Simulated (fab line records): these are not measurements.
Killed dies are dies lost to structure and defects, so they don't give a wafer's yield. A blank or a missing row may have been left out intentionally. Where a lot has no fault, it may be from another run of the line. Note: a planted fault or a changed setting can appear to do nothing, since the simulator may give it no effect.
fab line records    flow rit_cmos
[record] lots = 6  wafers = 18  last_day = 7
route steps=202 shown GATE@83 M1@202
lots that met no fault: taken from a fault-free run of the same line
start_h: hours from the record's first day to the start of the lot's first wafer shown    wait_h: time in hours since the lot's previous step    " unchanged from the row above    L1.1+2: a row that stands for several wafers    - value missing, or start not given    * or withheld: withheld    < > ~ a bound
route shown NAME@n: names a module that has steps shown in the file, with the first one's number in the route    usual: average and standard deviation across the fault-free wafers    same: alike in all rows    chamber/n: place in a boat    sites: the reading at each site    _std_site: their standard deviation    _edge_site: mean of outer sites minus mean of inner sites    radius_mm: for every site, how far away it sits from the centre of the wafer    mask NAME#n: copy n    behind: the last tool/chamber to shape the wafer    hold: the reason the lot was held/the length of the hold in hours/how it ended    device: which transistor (n, p or np) failed to switch    end of line: tests run on the same wafers once the route is complete    a step with no rows: only its recipe    killed: the dies lost at the first sort to structure and to defects; this is not the yield of the wafer    map: a wafer's dies, x killed, . not, _ none there
set.NAME: the setting that was run; set.NAME@STEP: the one run at that earlier step    model.NAME: the simulator's own value behind a step, which no gauge read
a table for each step, a row for each wafer; lots at some steps of the route
services: when a tool's chamber went out of use (start_h, in hours from the record's first day, below 0 if earlier), for how many hours, and the reason
[[steps]]
[step RIT_GATE_THK_MEAS_07]
[recipe] reads = SiO2_of_GATE_OXIDATION_05
[usual] GATE_OXIDE_THK = 3.00/0.061
lot.wafer  tool           chamber  start_h  wait_h  GATE_OXIDE_THK[nm]
L420.1     film_metro-02  -        49.79    0.0     3.13
L420.3     "              -        "        "       2.94
L420.6     "              -        "        "       3.02
L423.3     film_metro-02  -        63.95    0.0     3.02
L423.5     "              -        "        "       3.04
L423.6     "              -        "        "       3.02
L429.1     film_metro-01  -        96.36    0.0     2.84
L429.2     "              -        "        "       2.99
L429.3     "              -        "        "       2.96
L433.2     film_metro-01  -        116.16   0.0     3.07
L433.4     "              -        "        "       3.02
L433.5     "              -        "        "       3.02
L435.2     film_metro-01  -        125.07   0.0     2.92
L435.3     "              -        "        "       3.03
L435.6     "              -        "        "       2.99
L440.2     film_metro-02  -        152.86   0.0     2.96
L440.3     "              -        "        "       2.95
L440.4     "              -        "        "       2.94
[step RIT_GATE_CVD_08]
[recipe] material = poly-Si  target_thk_nm = 250  temp_c = 610  precursor = SiH4  time_s = 2220  pressure_mtorr = 300  sih4_flow_sccm = 100
[step RIT_GATE_THK_MEAS_09]
[recipe] reads = poly-Si_of_GATE_CVD_08
[usual] GATE_POLY_THK = 250.4/2.6
lot.wafer  tool           chamber  start_h  wait_h  GATE_POLY_THK[nm]
L420.1     film_metro-01  -        51.46    0.0     250.3
L420.3     "              -        "        "       250.7
L420.6     "              -        "        "       250.3
L423.3     film_metro-02  -        66.23    0.0     248.7
L423.5     "              -        "        "       249.5
L423.6     "              -        "        "       248.9
L429.1     film_metro-01  -        98.85    0.0     251.9
L429.2     "              -        "        "       249.7
L429.3     "              -        "        "       250.4
L433.2     film_metro-01  -        117.83   0.0     252.3
L433.4     "              -        "        "       250.5
L433.5     "              -        "        "       251.5
L435.2     film_metro-01  -        126.74   0.0     255.6
L435.3     "              -        "        "       256.2
L435.6     "              -        "        "       256.9
L440.2     film_metro-02  -        155.24   0.0     251.4
L440.3     "              -        "        "       254.2
L440.4     "              -        "        "       255.8
[step RIT_GATE_HMDS_10]
[recipe] prime_time_s = 60  prime_temp_c = 140
[step RIT_GATE_COAT_11]
[recipe] resist = NOVOLAK  spin_rpm = 4250  resist_thk_nm = 850
[step RIT_GATE_SOFTBAKE_12]
[recipe] resist = NOVOLAK  temp_c = 90  time_s = 60
[step RIT_GATE_EXPOSE_13]
[recipe] mask_id = M6  na = 0.6  source_shape = conventional  sigma_outer = 0.6  target_cd_nm = 150  dose_mj = 380
[step RIT_GATE_PEB_14]
[recipe] resist = NOVOLAK  temp_c = withheld  time_s = withheld
[step RIT_GATE_DEVELOP_15]
[recipe] resist = NOVOLAK  develop_time_s = 50  dev_temp_c = 23
[step RIT_GATE_CD_MEAS_16]
[recipe] target_cd_nm = 150
[usual] cd_nm = 150.0/2.1
lot.wafer  tool       chamber  start_h  wait_h  cd_nm
L420.1     cd_sem-02  -        52.45    -       143.2
L420.3     "          -        "        "       145.0
L420.6     "          -        "        "       146.4
L423.3     cd_sem-01  -        67.39    -       149.6
L423.5     "          -        "        "       149.7
L423.6     "          -        "        "       150.0
L429.1     cd_sem-01  -        99.76    -       152.1
L429.2     "          -        "        "       152.1
L429.3     "          -        "        "       148.9
L433.2     cd_sem-02  -        118.75   -       150.8
L433.4     "          -        "        "       150.8
L433.5     "          -        "        "       150.6
L435.2     cd_sem-02  -        127.66   -       149.7
L435.3     "          -        "        "       149.8
L435.6     "          -        "        "       151.3
L440.2     cd_sem-02  -        156.16   -       144.4
L440.3     "          -        "        "       147.7
L440.4     "          -        "        "       147.4
[step RIT_GATE_OVL_MEAS_17]
[usual] GATE_OVL = -0.3/1.2
lot.wafer  tool        chamber  start_h  wait_h  GATE_OVL[nm]
L420.1     overlay-02  -        52.57    0.1     0.8
L420.3     "           -        "        "       -0.1
L420.6     "           -        "        "       -0.9
L423.3     overlay-02  -        67.48    0.1     -0.1
L423.5     "           -        "        "       -0.9
L423.6     "           -        "        "       -0.6
L429.1     overlay-01  -        99.88    0.1     3.9
L429.2     "           -        "        "       2.8
L429.3     "           -        "        "       2.4
L433.2     overlay-02  -        118.86   0.1     -0.4
L433.4     "           -        "        "       -0.8
L433.5     "           -        "        "       -0.2
L435.2     overlay-01  -        127.77   0.1     -1.2
L435.3     "           -        "        "       -1.2
L435.6     "           -        "        "       0.5
L440.2     overlay-01  -        156.27   0.1     0.3
L440.3     "           -        "        "       0.6
L440.4     "           -        "        "       0.9
[step RIT_GATE_HARDBAKE_18]
[recipe] resist = NOVOLAK  temp_c = 140  time_s = 60
[step RIT_GATE_ETCH_19]
[recipe] chemistry = SF6/CHF3/O2  time_s = 165  SF6_flow_sccm = 30  CHF3_flow_sccm = 30  O2_flow_sccm = 5  target = poly-Si  pressure_mtorr = 40  rf_w = 160  target_depth_a = 3125  over_etch_frac = 0.25  stop_on = SiO2
[usual] chamber_pressure_mTorr = 40.00/0.04  drypump_motor_current_A = 5.8/0.52  oes_product_au = 0.849/0.01  throttle_valve_pct = 10.29/0.12
lot.wafer  tool       chamber  start_h  wait_h  chamber_pressure_mTorr  drypump_motor_current_A  oes_product_au  rf_hours_counter_h  throttle_valve_pct  model.NOVOLAK_of_GATE_COAT_11.thk_nm
L420.1     rie_si-01  1        52.75    0.1     40.03                   5.8                      0.850           70                  10.37               670.1
L420.3     "          2        "        "       40.05                   5.3                      0.845           77                  10.23               671.4
L420.6     "          1        "        "       39.85                   5.8                      0.855           -                   10.38               670
L423.3     rie_si-02  2        67.65    0.1     40.00                   5.4                      0.859           119                 10.39               666.5
L423.5     "          1        "        "       40.05                   5.6                      0.846           -                   10.37               668.9
L423.6     "          2        "        "       39.97                   5.4                      0.855           -                   10.40               666.6
L429.1     rie_si-02  2        100.06   0.1     39.97                   5.4                      0.867           120                 10.39               667.8
L429.2     "          0        "        "       40.00                   5.7                      0.853           146                 10.21               675.1
L429.3     "          3        "        "       40.01                   5.4                      0.851           133                 10.46               671
L433.2     rie_si-02  3        119.07   0.1     40.05                   5.4                      0.845           133                 10.47               671.8
L433.4     "          1        "        "       39.98                   5.6                      0.884           12                  10.35               673.7
L433.5     "          0        "        "       40.04                   5.7                      0.857           -                   10.20               676.4
L435.2     rie_si-02  1        127.95   0.1     39.99                   5.6                      0.894           12                  10.37               676.4
L435.3     "          3        "        "       40.01                   5.4                      0.870           133                 10.46               676.7
L435.6     "          1        "        "       39.98                   5.6                      0.898           -                   10.37               675.1
L440.2     rie_si-01  3        156.45   0.1     40.05                   6.7                      0.859           48                  10.07               662.9
L440.3     "          2        "        "       39.98                   5.3                      0.848           78                  10.20               665.5
L440.4     "          3        "        "       40.00                   6.7                      0.866           -                   10.06               663.1
[step RIT_GATE_STRIP_20]
[recipe] chemistry = O2  time_s = 180  resist = NOVOLAK  platen_temp_c = withheld  power_w = 500  pressure_mtorr = 4000  o2_flow_sccm = 4000
[usual] chamber_pressure_mTorr = 4000/3.8  drypump_motor_current_A = 5.9/0.5
lot.wafer  tool             chamber  start_h  wait_h  chamber_pressure_mTorr  drypump_motor_current_A  rf_hours_counter_h
L420.1     plasma_asher-01  1        52.86    0.1     4006                    6.6                      27
L420.3     "                1        "        "       4002                    6.6                      -
L420.6     "                0        "        "       4000                    4.9                      -
L423.3     plasma_asher-01  0        67.82    0.1     3995                    4.9                      -
L423.5     "                1        "        "       3999                    6.6                      -
L423.6     "                0        "        "       3997                    4.9                      -
L429.1     plasma_asher-04  0        100.17   0.1     3997                    5.8                      45
L429.2     "                1        "        "       3999                    6.2                      45
L429.3     "                0        "        "       3996                    5.8                      -
L433.2     plasma_asher-04  0        119.18   0.1     4004                    5.7                      0
L433.4     "                0        "        "       4000                    5.7                      -
L433.5     "                1        "        "       3998                    6.2                      -
L435.2     plasma_asher-02  1        128.06   0.1     4001                    5.9                      51
L435.3     "                1        "        "       3996                    5.8                      -
L435.6     "                1        "        "       4000                    5.9                      -
L440.2     plasma_asher-01  0        156.56   0.1     4000                    4.9                      36
L440.3     "                0        "        "       3998                    4.9                      -
L440.4     "                1        "        "       3999                    6.6                      -
[step RIT_M1_PROBE_99]
[usual] killed_at_contacts = 0.1/0.3  killed_at_front_end = 6.9/2.9  killed_dies = 7.0/2.9  killed_on_rim = 1.8/1.4  killed_open = 3.3/2  killed_short = 3.7/2
[same] gross_dies = 264  killed_at_M0_to_M3 = 0  killed_at_M4_up = 0  killed_at_back_side = 0  killed_at_other = 0
lot.wafer  tool       chamber  start_h  wait_h  killed_at_contacts  killed_at_front_end  killed_dies  killed_on_rim  killed_open  killed_short  model.etest.poly_comb_over_steps.leak_log10_a_um
L420.1     prober-02  -        72.64    0.1     0                   6                    6            2              4            2             -12.7
L420.3     prober-02  -        72.74    0.2     0                   7                    7            2              7            0             -12.79
L420.6     prober-02  -        72.89    0.2     0                   12                   12           1              7            5             -12.91
L423.3     prober-01  -        88.58    0.2     0                   2                    2            2              0            2             -12.78
L423.5     prober-01  -        88.68    0.2     0                   6                    6            1              1            5             -12.82
L423.6     prober-01  -        88.73    0.2     0                   5                    5            2              2            3             -12.87
L429.1     prober-02  -        122.04   0.1     0                   9                    9            3              4            5             -12.84
L429.2     prober-02  -        122.09   0.1     1                   6                    7            0              3            4             -11.83
L429.3     prober-02  -        122.14   0.2     0                   10                   10           4              3            7             -12.49
L433.2     prober-02  -        139.83   0.1     0                   8                    8            1              3            5             -12.6
L433.4     prober-02  -        139.93   0.2     0                   6                    6            1              2            4             -12.75
L433.5     prober-02  -        139.98   0.2     1                   1                    2            0              1            1             -12.34
L435.2     prober-02  -        149.38   0.1     0                   7                    7            2              2            5             -11.46
L435.3     prober-02  -        149.43   0.2     0                   6                    6            1              1            5             -11.92
L435.6     prober-02  -        149.58   0.2     0                   7                    7            2              4            3             -11.59
L440.2     prober-02  -        176.60   0.1     1                   6                    7            1              6            1             -12.65
L440.3     prober-02  -        176.65   0.2     0                   9                    9            2              6            3             -11.91
L440.4     prober-02  -        176.70   0.2     0                   5                    5            0              3            2             -12.8
// killed by level:class
L420.1 FOX1:geometric_particle:short=2 GATE:geometric_particle:open=2 FOX1:geometric_particle:open=1 SPACER:geometric_particle:open=1
L420.3 GATE:geometric_particle:open=4 FOX2:geometric_particle:open=2 SILICIDE:geometric_particle:open=1
L420.6 REOX:geometric_particle:open=3 GATE:geometric_particle:short=2 SPACER:geometric_particle:open=2 FOX1:geometric_particle:open=1 FOX2:geometric_particle:short=1 SPACER:geometric_particle:short=1 SILICIDE:geometric_particle:open=1 SILICIDE:geometric_particle:short=1
L423.3 FOX2:geometric_particle:short=1 SPACER:geometric_particle:short=1
L423.5 REOX:geometric_particle:short=2 SILICIDE:geometric_particle:short=2 FOX1:geometric_particle:short=1 FOX1:geometric_particle:open=1
L423.6 FOX1:geometric_particle:short=2 FOX2:geometric_particle:open=1 REOX:geometric_particle:open=1 SILICIDE:geometric_particle:short=1
L429.1 GATE:geometric_particle:open=3 GATE:geometric_particle:short=2 FOX1:geometric_particle:short=1 REOX:geometric_particle:short=1 SPACER:geometric_particle:short=1 SILICIDE:geometric_particle:open=1
L429.2 GATE:geometric_particle:short=3 SPACER:geometric_particle:open=2 GATE:geometric_particle:open=1 CONTACT:geometric_particle:short=1
L429.3 GATE:geometric_particle:short=3 REOX:geometric_particle:short=3 REOX:geometric_particle:open=2 GATE:geometric_particle:open=1 SILICIDE:geometric_particle:short=1
L433.2 GATE:geometric_particle:short=2 FOX1:geometric_particle:open=1 FOX2:geometric_particle:short=1 FOX2:geometric_particle:open=1 GATE:geometric_particle:open=1 SPACER:geometric_particle:short=1 SILICIDE:geometric_particle:short=1
L433.4 GATE:geometric_particle:short=2 FOX2:geometric_particle:short=1 FOX2:geometric_particle:open=1 SILICIDE:geometric_particle:short=1 SILICIDE:geometric_particle:open=1
L433.5 FOX2:geometric_particle:short=1 CONTACT:geometric_particle:open=1
L435.2 SILICIDE:geometric_particle:short=3 SPACER:geometric_particle:short=2 SPACER:geometric_particle:open=1 SILICIDE:geometric_particle:open=1
L435.3 SILICIDE:geometric_particle:short=3 FOX1:geometric_particle:short=1 FOX1:geometric_particle:open=1 FOX2:geometric_particle:short=1
L435.6 ACTIVE:geometric_particle:short=1 FOX1:geometric_particle:open=1 FOX1:geometric_particle:short=1 FOX2:geometric_particle:open=1 GATE:geometric_particle:short=1 GATE:geometric_particle:open=1 SPACER:geometric_particle:open=1
L440.2 GATE:geometric_particle:open=3 SPACER:geometric_particle:open=1 SILICIDE:geometric_particle:short=1 SILICIDE:geometric_particle:open=1 CONTACT:geometric_particle:open=1
L440.3 REOX:geometric_particle:open=3 GATE:geometric_particle:open=2 REOX:geometric_particle:short=2 FOX2:geometric_particle:short=1 SPACER:geometric_particle:open=1
L440.4 GATE:geometric_particle:open=2 SPACER:geometric_particle:short=2 REOX:geometric_particle:open=1
[[services]]
tool             chamber  start_h  hours  kind
plasma_asher-01  -        29.87    3.1    repair
plasma_asher-04  -        43.96    1.8    repair
plasma_asher-02  -        46.64    0.4    repair
rie_si-02        2        52.18    14.7   repair
rie_si-01        -        57.58    2.8    pm
rie_si-01        -        67.39    0.2    repair
rie_si-01        3        75.49    2.2    repair
plasma_asher-01  -        78.99    1.2    repair
rie_si-02        2        80.01    10.8   repair
rie_si-02        3        85.26    8.4    repair
plasma_asher-04  -        100.62   2.8    pm
plasma_asher-01  -        101.44   14.6   pm
plasma_asher-02  -        103.31   2.4    repair
plasma_asher-04  -        108.75   9.0    pm
plasma_asher-04  0        108.75   9.0    vent_cycle
plasma_asher-04  1        108.75   9.0    vent_cycle
plasma_asher-04  0        117.75   -      clean
plasma_asher-04  1        117.75   -      clean
plasma_asher-04  -        126.64   2.2    repair
rie_si-02        0        128.06   -      clean
rie_si-02        0        128.06   17.9   scheduled_down
rie_si-02        0        128.06   17.9   vent_cycle
rie_si-01        0        150.38   8.6    repair
[[key]]
[first_sign] step = RIT_GATE_ETCH_19  reading = oes_product_au  direction = up  sigmas = 4.2  usual = 0.849  struck = 0.892
effect none on later readings
[model_effect] step = RIT_GATE_ETCH_19  value = NOVOLAK_of_GATE_COAT_11.thk_nm  without = 669.1  struck = 675
[model_effect] step = RIT_M1_PROBE_99  value = etest.poly_comb_over_steps.leak_log10_a_um  without = -12.89  struck = -11.93
met_at RIT_GATE_ETCH_19
struck_wafers L433.4,L435.2,L435.6
tester_left_out L433,L435
onset_between 67.65 119.07
[fault] kind = process_parameter_drift  tool = rie_si-02  chamber = 1  onset_h = 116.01  steps = RIT_GATE_ETCH_19  channel = target_depth_a  offset = -219.48  shape = step  end_h = 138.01  stated = 3125
// tester_left_out: of these lots the tester's yield and bins aren't shown, on N5 and GAA mostly nor the transistor test; their killed dies are dies lost to structure and defects alone, not to doping, threshold or leakage, so they don't give the yield
